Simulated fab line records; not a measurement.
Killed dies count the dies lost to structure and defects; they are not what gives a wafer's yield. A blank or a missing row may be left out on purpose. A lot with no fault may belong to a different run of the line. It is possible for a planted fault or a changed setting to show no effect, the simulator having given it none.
fab line records	flow ritCmos	part 1 of 2: steps 1 to 25 of 36
record: lots: 5	wafers: 15	lastDay: 6
route steps=202 shown NLDD@160 SILICIDE@161 CONTACT@168 M1@184
lots that met no fault: from a run of the same line without faults
startH: start of the lot's first displayed wafer, in hours after the record's first day	waitH: time in hours since the lot's previous step	" same as the row above	L1.1+2: a single row standing in for several wafers	- value missing, or start not given	* or withheld: withheld	< > ~ a bound
route shown NAME@n: a module of which the file shows steps, and the number in the route of the first	usual: average and standard deviation across the fault-free wafers	same: alike in all rows	chamber/n: place in a boat	sites: each site's reading	_std_site: standard deviation of those values	_edge_site: the outer-site mean with the inner-site mean subtracted	radiusMm: how far each site lies from the wafer's centre	mask NAME#n: copy n	behind: tool/chamber where the wafer was last shaped	hold: reason for holding the lot/hours on hold/outcome of the hold	device: which transistor (n, p or np) failed to switch	end of line: at the end of the route, the tests of the same wafers	a step given without rows: its recipe and nothing more	killed: dies lost to structure and defects at the first sort, not the wafer's yield	map: per-die view of a wafer (x killed, . not killed, _ where there is no die)
set.NAME: setting as actually run; set.NAME@STEP: the setting as run at that earlier step	model.NAME: the simulator's own value behind a step, which no gauge read
lots at selected steps of the route; one table per step, one row per wafer
services: the hour from which a tool's chamber was out of use, counted from the record's first day as startH (under 0 if before that day), plus the number of hours and why
== steps ==
step: RIT_SDANNEAL_RS_MEAS_07
recipe: thkMeasGauge: four-point-probe
usual: NLDD_RS: 151.6/0.4
lot.wafer	tool	chamber	startH	waitH	NLDD_RS[ohm/sq]
L075.1	filmMetro-01	-	59.19	0.1	151.9
L075.2	"	-	"	"	151.2
L075.5	"	-	"	"	151.4
L077.1	filmMetro-03	-	67.02	0.1	151.5
L077.2	"	-	"	"	151.5
L077.6	"	-	"	"	151.9
L088.1	filmMetro-01	-	125.73	0.1	151.7
L088.4	"	-	"	"	151.7
L088.5	"	-	"	"	151.9
L089.1	filmMetro-02	-	127.35	0.1	151.2
L089.2	"	-	"	"	151.5
L089.6	"	-	"	"	151.8
L091.1	filmMetro-01	-	140.12	0.1	152.1
L091.2	"	-	"	"	151.9
L091.6	"	-	"	"	152.2
step: RIT_SILICIDE_WET_ETCH_00
recipe: chemistry: BOE	target: SiO2	targetDepthNm: 14	timeS: 15	dry: n2Spin	dilution: 10:1	tempC: 21.5
usual: bathHeatDutyPct: 1.8/0.41
lot.wafer	tool	chamber	startH	waitH	bathHeatDutyPct
L075.1	wetBench-03	1	59.31	0.1	2.9
L075.2	"	1	"	"	2.6
L075.5	"	1	"	"	2.5
L077.1	wetBench-01	0	67.14	0.1	2.1
L077.2	"	0	"	"	1.9
L077.6	"	0	"	"	1.9
L088.1	wetBench-01	0	125.85	0.1	1.6
L088.4	"	0	"	"	1.5
L088.5	"	0	"	"	1.9
L089.1	wetBench-01	2	127.47	0.1	1.7
L089.2	"	2	"	"	1.9
L089.6	"	2	"	"	2.1
L091.1	wetBench-01	3	140.24	0.1	2.5
L091.2	"	3	"	"	2.4
L091.6	"	3	"	"	2.0
step: RIT_SILICIDE_SPUTTER_01
recipe: material: Ti	targetThkNm: 30	powerW: 350	chamberPressurePa: 0.667	gas: Ar	timeS: 240	substrateTempC: 25
usual: throttleValvePct: 30.2/0.92
lot.wafer	tool	chamber	startH	waitH	throttleValvePct
L075.1	pvdSputter-03	-	59.32	0.0	32.0
L075.2	"	-	"	"	30.1
L075.5	"	-	"	"	32.0
L077.1	pvdSputter-03	-	67.15	0.0	32.1
L077.2	"	-	"	"	30.2
L077.6	"	-	"	"	31.2
L088.1	pvdSputter-01	-	125.86	0.0	29.4
L088.4	"	-	"	"	29.4
L088.5	"	-	"	"	31.3
L089.1	pvdSputter-04	-	127.48	0.0	29.7
L089.2	"	-	"	"	29.5
L089.6	"	-	"	"	29.6
L091.1	pvdSputter-03	-	140.25	0.0	30.3
L091.2	"	-	"	"	32.2
L091.6	"	-	"	"	32.1
step: RIT_SILICIDE_RS_MEAS_02
recipe: thkMeasGauge: four-point-probe	reads: Ti_of_SILICIDE_SPUTTER_01
usual: SILICIDE_TI_RS: 48.3/0.9
lot.wafer	tool	chamber	startH	waitH	SILICIDE_TI_RS[ohm/sq]
L075.1	filmMetro-01	-	59.47	0.1	48.8
L075.2	"	-	"	"	47.4
L075.5	"	-	"	"	48.9
L077.1	filmMetro-01	-	67.30	0.1	49.2
L077.2	"	-	"	"	47.8
L077.6	"	-	"	"	49.8
L088.1	filmMetro-03	-	126.01	0.1	48.7
L088.4	"	-	"	"	47.9
L088.5	"	-	"	"	48.6
L089.1	filmMetro-01	-	127.63	0.1	49.7
L089.2	"	-	"	"	48.1
L089.6	"	-	"	"	48.7
L091.1	filmMetro-04	-	140.40	0.1	47.4
L091.2	"	-	"	"	49.6
L091.6	"	-	"	"	49.9
step: RIT_SILICIDE_THK_MEAS_03
recipe: thkMeasGauge: xrf	reads: Ti_of_SILICIDE_SPUTTER_01
usual: SILICIDE_TI_THK: 29.8/0.47
lot.wafer	tool	chamber	startH	waitH	SILICIDE_TI_THK[nm]
L075.1	filmMetro-01	-	59.59	0.1	29.6
L075.2	"	-	"	"	30.4
L075.5	"	-	"	"	29.7
L077.1	filmMetro-01	-	67.42	0.1	29.5
L077.2	"	-	"	"	30.2
L077.6	"	-	"	"	29.1
L088.1	filmMetro-03	-	126.13	0.1	29.7
L088.4	"	-	"	"	30.1
L088.5	"	-	"	"	29.6
L089.1	filmMetro-01	-	127.75	0.1	29.1
L089.2	"	-	"	"	30.1
L089.6	"	-	"	"	29.6
L091.1	filmMetro-04	-	140.52	0.1	30.0
L091.2	"	-	"	"	29.0
L091.6	"	-	"	"	28.9
step: RIT_SILICIDE_RTA_04
recipe: tempC: 650	timeS: 10	idleTempC: 25	rampUpS: 5	rampDownS: 5	coolToC: 25	ambient: N2
usual: wafer_temp_C_max: 653.5/0.81
lot.wafer	tool	chamber	startH	waitH	wafer_temp_C_max
L075.1	rtpAnneal-01	0	59.65	0.1	652.4
L075.2	"	0	"	"	653.9
L075.5	"	0	"	"	652.9
L077.1	rtpAnneal-01	0	67.48	0.1	651.8
L077.2	"	0	"	"	652.4
L077.6	"	0	"	"	653.2
L088.1	rtpAnneal-02	0	126.19	0.1	653.5
L088.4	"	0	"	"	653.5
L088.5	"	0	"	"	653.3
L089.1	rtpAnneal-01	0	127.81	0.1	652.5
L089.2	"	0	"	"	652.7
L089.6	"	0	"	"	653.1
L091.1	rtpAnneal-01	0	140.58	0.1	653.4
L091.2	"	0	"	"	653.2
L091.6	"	0	"	"	652.9
step: RIT_SILICIDE_WET_ETCH_05
recipe: chemistry: SPM	target: Ti	tempC: 90	timeS: 120	dry: n2Spin
usual: bathGuardTempC: 90.1/0.47	bathHeatDutyPct: 13.3/1.3
lot.wafer	tool	chamber	startH	waitH	bathGuardTempC	bathHeatDutyPct
L075.1	wetBench-01	1	59.72	0.1	90.1	12.5
L075.2	"	1	"	"	89.9	12.1
L075.5	"	1	"	"	90.0	11.3
L077.1	wetBench-04	3	67.55	0.1	90.1	15.2
L077.2	"	3	"	"	89.9	13.6
L077.6	"	3	"	"	89.9	13.9
L088.1	wetBench-03	2	126.25	0.1	89.8	12.5
L088.4	"	2	"	"	89.9	12.0
L088.5	"	2	"	"	89.7	11.9
L089.1	wetBench-04	1	127.87	0.1	90.5	13.8
L089.2	"	1	"	"	90.4	13.0
L089.6	"	1	"	"	90.4	12.5
L091.1	wetBench-03	1	140.65	0.1	90.1	15.3
L091.2	"	1	"	"	90.6	15.6
L091.6	"	1	"	"	90.6	16.2
step: RIT_SILICIDE_RTA_06
recipe: tempC: 750	timeS: 10	idleTempC: 25	rampUpS: 5	rampDownS: 10	coolToC: 25	ambient: N2
usual: wafer_temp_C_max: 754.2/0.99
lot.wafer	tool	chamber	startH	waitH	wafer_temp_C_max
L075.1	rtpAnneal-02	0	59.76	0.0	754.7
L075.2	"	0	"	"	755.4
L075.5	"	0	"	"	754.8
L077.1	rtpAnneal-02	0	67.59	0.0	754.4
L077.2	"	0	"	"	754.4
L077.6	"	0	"	"	757.0
L088.1	rtpAnneal-01	0	126.30	0.0	753.4
L088.4	"	0	"	"	754.4
L088.5	"	0	"	"	753.3
L089.1	rtpAnneal-02	0	127.97	0.0	755.1
L089.2	"	0	"	"	756.0
L089.6	"	0	"	"	754.2
L091.1	rtpAnneal-02	0	140.69	0.0	753.9
L091.2	"	0	"	"	753.9
L091.6	"	0	"	"	756.6
step: RIT_CONTACT_CVD_00
recipe: material: SiO2	targetThkNm: 400	precursor: TEOS	tempC: 390	timeS: 61	rfW: 400
usual: heaterPowerW: 322/73
lot.wafer	tool	chamber	startH	waitH	heaterPowerW
L075.1	pecvd-01	0	59.83	0.1	465
L075.2	"	2	"	"	343
L075.5	"	1	"	"	373
L077.1	pecvd-04	0	67.66	0.1	246
L077.2	"	1	"	"	248
L077.6	"	1	"	"	268
L088.1	pecvd-02	0	126.36	0.1	293
L088.4	"	2	"	"	353
L088.5	"	1	"	"	323
L089.1	pecvd-04	2	128.03	0.1	475
L089.2	"	1	"	"	241
L089.6	"	0	"	"	248
L091.1	pecvd-02	1	140.76	0.1	288
L091.2	"	2	"	"	319
L091.6	"	2	"	"	329
step: RIT_CONTACT_THK_MEAS_01
recipe: reads: SiO2_of_CONTACT_CVD_00
usual: CONTACT_TEOS_THK: 403/7.2
lot.wafer	tool	chamber	startH	waitH	CONTACT_TEOS_THK[nm]
L075.1	filmMetro-02	-	59.88	0.0	406
L075.2	"	-	"	"	402
L075.5	"	-	"	"	403
L077.1	filmMetro-02	-	67.71	0.0	396
L077.2	"	-	"	"	390
L077.6	"	-	"	"	397
L088.1	filmMetro-04	-	126.41	0.0	411
L088.4	"	-	"	"	399
L088.5	"	-	"	"	401
L089.1	filmMetro-04	-	128.08	0.0	400
L089.2	"	-	"	"	393
L089.6	"	-	"	"	411
L091.1	filmMetro-04	-	140.81	0.0	392
L091.2	"	-	"	"	388
L091.6	"	-	"	"	390
step: RIT_CONTACT_HMDS_02
recipe: primeTimeS: 60	primeTempC: 140
usual: exhaustPa: 45.0/0.95
lot.wafer	tool	chamber	startH	waitH	exhaustPa
L075.1	lithoTrack-02	0	59.94	0.1	46.4
L075.2	"	0	"	"	45.5
L075.5	"	0	"	"	45.5
L077.1	lithoTrack-03	0	67.77	0.1	43.6
L077.2	"	0	"	"	45.2
L077.6	"	0	"	"	45.3
L088.1	lithoTrack-01	0	126.47	0.1	43.6
L088.4	"	0	"	"	45.2
L088.5	"	0	"	"	44.5
L089.1	lithoTrack-01	0	128.14	0.1	46.4
L089.2	"	0	"	"	44.1
L089.6	"	0	"	"	45.7
L091.1	lithoTrack-02	0	140.87	0.1	45.0
L091.2	"	0	"	"	43.6
L091.6	"	0	"	"	46.1
step: RIT_CONTACT_COAT_03
recipe: resist: NOVOLAK	spinRpm: 3250	resistThkNm: 1000
usual: exhaustPa: 44.9/0.98
lot.wafer	tool	chamber	startH	waitH	exhaustPa
L075.1	lithoTrack-02	0	60.09	0.1	45.5
L075.2	"	0	"	"	44.2
L075.5	"	0	"	"	43.6
L077.1	lithoTrack-03	0	67.92	0.1	46.0
L077.2	"	0	"	"	45.2
L077.6	"	0	"	"	45.3
L088.1	lithoTrack-01	0	126.62	0.1	43.3
L088.4	"	0	"	"	44.5
L088.5	"	0	"	"	43.1
L089.1	lithoTrack-01	0	128.29	0.1	44.3
L089.2	"	0	"	"	44.8
L089.6	"	0	"	"	44.0
L091.1	lithoTrack-02	0	141.02	0.1	45.7
L091.2	"	0	"	"	45.4
L091.6	"	0	"	"	46.2
step: RIT_CONTACT_SOFTBAKE_04
recipe: resist: NOVOLAK	tempC: 90	timeS: 60
usual: exhaustPa: 45.2/0.9
lot.wafer	tool	chamber	startH	waitH	exhaustPa
L075.1	lithoTrack-02	0	60.24	0.1	46.0
L075.2	"	0	"	"	44.9
L075.5	"	0	"	"	44.3
L077.1	lithoTrack-03	0	68.07	0.1	46.2
L077.2	"	0	"	"	44.9
L077.6	"	0	"	"	44.2
L088.1	lithoTrack-01	0	126.77	0.1	45.8
L088.4	"	0	"	"	44.2
L088.5	"	0	"	"	45.4
L089.1	lithoTrack-01	0	128.44	0.1	43.6
L089.2	"	0	"	"	44.8
L089.6	"	0	"	"	44.2
L091.1	lithoTrack-02	0	141.17	0.1	45.7
L091.2	"	0	"	"	46.4
L091.6	"	0	"	"	46.4
step: RIT_CONTACT_EXPOSE_05
recipe: maskId: M11	na: 0.6	sourceShape: conventional	sigmaOuter: 0.5	targetCdNm: 1000	doseMj: 250
lot.wafer	tool	chamber	startH	waitH	mask
L075.1+2+5	ilineStepper-01	0	60.39	0.1	M11#0
L077.1+2+6	ilineStepper-01	0	68.22	0.1	M11#0
L088.1+4+5	ilineStepper-01	0	127.05	0.2	M11#0
L089.1+2+6	ilineStepper-02	0	128.72	0.2	M11#0
L091.1+2+6	ilineStepper-01	0	141.47	0.3	M11#0
step: RIT_CONTACT_PEB_06
recipe: resist: NOVOLAK	tempC: withheld	timeS: withheld
usual: exhaustPa: 45.1/0.91
lot.wafer	tool	chamber	startH	waitH	exhaustPa
L075.1	lithoTrack-02	0	60.50	0.1	45.3
L075.2	"	0	"	"	45.3
L075.5	"	0	"	"	45.3
L077.1	lithoTrack-01	0	68.34	0.1	45.7
L077.2	"	0	"	"	45.6
L077.6	"	0	"	"	45.4
L088.1	lithoTrack-03	0	127.16	0.1	45.3
L088.4	"	0	"	"	45.0
L088.5	"	0	"	"	43.7
L089.1	lithoTrack-02	0	128.83	0.1	45.0
L089.2	"	0	"	"	44.8
L089.6	"	0	"	"	44.3
L091.1	lithoTrack-03	0	141.59	0.1	46.8
L091.2	"	0	"	"	46.3
L091.6	"	0	"	"	44.6
step: RIT_CONTACT_DEVELOP_07
recipe: resist: NOVOLAK	developTimeS: 116.3	devTempC: 23
usual: exhaustPa: 45.3/0.96
lot.wafer	tool	chamber	startH	waitH	exhaustPa
L075.1	lithoTrack-02	0	-	-	45.8
L075.2	"	0	"	"	44.8
L075.5	"	0	"	"	45.5
L077.1	lithoTrack-01	0	-	-	45.5
L077.2	"	0	"	"	44.8
L077.6	"	0	"	"	43.7
L088.1	lithoTrack-03	0	-	-	46.0
L088.4	"	0	"	"	47.5
L088.5	"	0	"	"	45.8
L089.1	lithoTrack-02	0	-	-	45.6
L089.2	"	0	"	"	44.6
L089.6	"	0	"	"	45.2
L091.1	lithoTrack-03	0	-	-	44.3
L091.2	"	0	"	"	44.6
L091.6	"	0	"	"	45.9
step: RIT_CONTACT_CD_MEAS_08
recipe: targetCdNm: 1000
usual: cdNm: 999.9/2
lot.wafer	tool	chamber	startH	waitH	cdNm
L075.1	cdSem-01	-	60.99	-	998.9
L075.2	"	-	"	"	998.4
L075.5	"	-	"	"	1000.0
L077.1	cdSem-01	-	68.74	-	1001.7
L077.2	"	-	"	"	997.6
L077.6	"	-	"	"	999.7
L088.1	cdSem-01	-	127.56	-	1001.4
L088.4	"	-	"	"	1001.8
L088.5	"	-	"	"	1001.7
L089.1	cdSem-01	-	129.23	-	999.5
L089.2	"	-	"	"	1001.1
L089.6	"	-	"	"	998.6
L091.1	cdSem-01	-	141.99	-	1000.3
L091.2	"	-	"	"	999.0
L091.6	"	-	"	"	998.4
step: RIT_CONTACT_OVL_MEAS_09
usual: CONTACT_OVL: -0.2/1.4
lot.wafer	tool	chamber	startH	waitH	CONTACT_OVL[nm]
L075.1	overlay-01	-	61.11	0.1	0.1
L075.2	"	-	"	"	-0.7
L075.5	"	-	"	"	0.1
L077.1	overlay-02	-	68.86	0.1	0.6
L077.2	"	-	"	"	-0.4
L077.6	"	-	"	"	1.3
L088.1	overlay-01	-	127.68	0.1	2.5
L088.4	"	-	"	"	-1.5
L088.5	"	-	"	"	0.9
L089.1	overlay-02	-	129.35	0.1	-0.4
L089.2	"	-	"	"	0.0
L089.6	"	-	"	"	0.5
L091.1	overlay-01	-	142.11	0.1	-1.7
L091.2	"	-	"	"	1.1
L091.6	"	-	"	"	-1.0
step: RIT_CONTACT_HARDBAKE_10
recipe: resist: NOVOLAK	tempC: 140	timeS: 60
usual: exhaustPa: 44.9/0.93
lot.wafer	tool	chamber	startH	waitH	exhaustPa
L075.1	lithoTrack-03	0	61.14	0.0	44.1
L075.2	"	0	"	"	44.2
L075.5	"	0	"	"	43.9
L077.1	lithoTrack-02	0	68.89	0.0	44.6
L077.2	"	0	"	"	45.5
L077.6	"	0	"	"	45.0
L088.1	lithoTrack-01	0	127.72	0.0	44.5
L088.4	"	0	"	"	45.1
L088.5	"	0	"	"	45.1
L089.1	lithoTrack-03	0	129.50	0.1	44.9
L089.2	"	0	"	"	45.2
L089.6	"	0	"	"	44.3
L091.1	lithoTrack-03	0	142.14	0.0	43.8
L091.2	"	0	"	"	44.0
L091.6	"	0	"	"	45.2
step: RIT_CONTACT_ETCH_11
recipe: targetDepthA: 4800	overEtchFrac: 0.2	stopOn: TiSi2	chemistry: CHF3/CF4/Ar	target: SiO2	CHF3_flow_sccm: 50	cf4FlowSccm: 10	Ar_flow_sccm: 100	O2_flow_sccm: 5	pressureMtorr: 100	rfW: 200	timeS: 320
usual: drypumpMotorCurrentA: 5.57/0.24	mfcArSccm: 100.0/0.3	oesProductAu: 0.994/0.017	throttleValvePct: 8.81/0.13
lot.wafer	tool	chamber	startH	waitH	drypumpMotorCurrentA	mfcArSccm	oesProductAu	rfHoursCounterH	throttleValvePct
L075.1	rieDiel-02	2	61.29	0.1	5.42	100.1	0.976	121	8.95
L075.2	"	3	"	"	5.55	99.6	0.984	166	8.93
L075.5	"	2	"	"	5.44	100.2	0.981	-	8.93
L077.1	rieDiel-02	3	69.04	0.1	5.57	100.0	0.984	166	8.93
L077.2	"	2	"	"	5.43	100.1	0.981	121	8.95
L077.6	"	3	"	"	5.58	99.9	0.975	-	8.93
L088.1	rieDiel-04	0	127.87	0.1	5.80	99.9	1.004	139	8.67
L088.4	"	2	"	"	5.38	100.3	0.967	71	8.60
L088.5	"	0	"	"	5.79	100.4	1.002	-	8.65
L089.1	rieDiel-01	3	129.65	0.1	4.97	100.5	0.968	9	8.90
L089.2	"	1	"	"	5.42	100.2	1.007	117	8.68
L089.6	"	3	"	"	4.96	100.0	0.964	-	8.91
L091.1	rieDiel-04	0	142.29	0.1	5.78	99.9	1.001	139	8.66
L091.2	"	1	"	"	5.81	99.8	0.992	64	8.95
L091.6	"	0	"	"	5.81	99.9	1.006	-	8.66
step: RIT_CONTACT_STRIP_12
recipe: chemistry: O2	timeS: 180	resist: NOVOLAK	platenTempC: withheld	powerW: 500	pressureMtorr: 4000	o2FlowSccm: 4000
usual: drypumpMotorCurrentA: 5.88/0.21
lot.wafer	tool	chamber	startH	waitH	drypumpMotorCurrentA	rfHoursCounterH
L075.1	plasmaAsher-03	0	61.49	0.1	6.05	27
L075.2	"	1	"	"	5.80	27
L075.5	"	0	"	"	6.08	-
L077.1	plasmaAsher-02	1	69.24	0.1	6.14	43
L077.2	"	0	"	"	5.88	43
L077.6	"	1	"	"	6.17	-
L088.1	plasmaAsher-02	1	128.07	0.1	6.18	49
L088.4	"	0	"	"	5.85	-
L088.5	"	1	"	"	6.16	-
L089.1	plasmaAsher-03	0	129.85	0.1	6.05	35
L089.2	"	1	"	"	5.79	35
L089.6	"	0	"	"	6.03	-
L091.1	plasmaAsher-03	0	142.49	0.1	6.05	36
L091.2	"	1	"	"	5.81	36
L091.6	"	0	"	"	6.04	-
step: RIT_CONTACT_CD_MEAS_90
recipe: targetCdNm: 1000
usual: cdNm: 999.9/2.1
lot.wafer	tool	chamber	startH	waitH	cdNm
L075.1	cdSem-01	-	61.66	0.1	999.0
L075.2	"	-	"	"	998.4
L075.5	"	-	"	"	999.9
L077.1	cdSem-01	-	69.41	0.1	1001.6
L077.2	"	-	"	"	997.5
L077.6	"	-	"	"	999.8
L088.1	cdSem-02	-	128.24	0.1	1002.5
L088.4	"	-	"	"	1002.0
L088.5	"	-	"	"	1002.8
L089.1	cdSem-02	-	130.02	0.1	999.1
L089.2	"	-	"	"	1001.6
L089.6	"	-	"	"	998.5
L091.1	cdSem-02	-	142.66	0.1	1000.9
L091.2	"	-	"	"	999.4
L091.6	"	-	"	"	999.4
step: RIT_CONTACT_CLEAN_13
recipe: chemistry: SC1	mix: 3:3:50	timeS: 617.9	tempC: 75
usual: bathGuardTempC: 75.1/0.8	bathHeatDutyPct: 15.7/1.4
lot.wafer	tool	chamber	startH	waitH	bathGuardTempC	bathHeatDutyPct
L075.1	wetBench-04	1	61.78	0.1	75.4	15.8
L075.2	"	1	"	"	75.6	13.9
L075.5	"	1	"	"	75.2	15.2
L077.1	wetBench-04	1	69.53	0.1	75.5	14.8
L077.2	"	1	"	"	75.3	14.7
L077.6	"	1	"	"	75.4	16.3
L088.1	wetBench-02	1	128.36	0.1	76.2	15.6
L088.4	"	1	"	"	76.2	14.6
L088.5	"	1	"	"	76.3	15.2
L089.1	wetBench-02	3	130.14	0.1	76.5	14.2
L089.2	"	3	"	"	76.4	15.1
L089.6	"	3	"	"	76.2	14.4
L091.1	wetBench-02	2	142.78	0.1	75.0	15.8
L091.2	"	2	"	"	74.8	14.8
L091.6	"	2	"	"	75.0	14.9
step: RIT_CONTACT_CLEAN_14
recipe: chemistry: SC2	mix: 3:3:50	timeS: 600	tempC: 75	dry: n2Spin
usual: bathGuardTempC: 75.4/0.67	bathHeatDutyPct: 15.2/1.1
lot.wafer	tool	chamber	startH	waitH	bathGuardTempC	bathHeatDutyPct
L075.1	wetBench-02	3	61.96	0.0	76.2	13.6
L075.2	"	3	"	"	76.3	15.9
L075.5	"	3	"	"	76.1	15.6
L077.1	wetBench-01	1	69.72	0.0	74.9	14.3
L077.2	"	1	"	"	74.8	14.0
L077.6	"	1	"	"	74.5	15.2
L088.1	wetBench-01	3	128.54	0.0	76.2	15.0
L088.4	"	3	"	"	76.3	16.9
L088.5	"	3	"	"	76.1	16.0
L089.1	wetBench-01	2	130.32	0.0	74.0	16.8
L089.2	"	2	"	"	74.1	16.7
L089.6	"	2	"	"	74.2	16.5
L091.1	wetBench-01	1	142.96	0.0	75.2	15.0
L091.2	"	1	"	"	74.9	13.1
L091.6	"	1	"	"	75.1	14.1
step: RIT_M1_SPUTTER_00
recipe: material: Al	targetThkNm: 400	powerW: 2000	chamberPressurePa: 0.4	gas: Ar	timeS: 500	substrateTempC: 25
usual: throttleValvePct: 30.4/0.85
lot.wafer	tool	chamber	startH	waitH	throttleValvePct
L075.1	pvdSputter-04	-	62.13	0.0	29.3
L075.2	"	-	"	"	29.9
L075.5	"	-	"	"	29.5
L077.1	pvdSputter-04	-	69.90	0.0	29.5
L077.2	"	-	"	"	29.4
L077.6	"	-	"	"	29.7
L088.1	pvdSputter-03	-	128.71	0.0	29.7
L088.4	"	-	"	"	30.9
L088.5	"	-	"	"	29.5
L089.1	pvdSputter-02	-	130.49	0.0	29.5
L089.2	"	-	"	"	30.5
L089.6	"	-	"	"	30.4
L091.1	pvdSputter-02	-	143.13	0.0	31.2
L091.2	"	-	"	"	30.6
L091.6	"	-	"	"	31.2
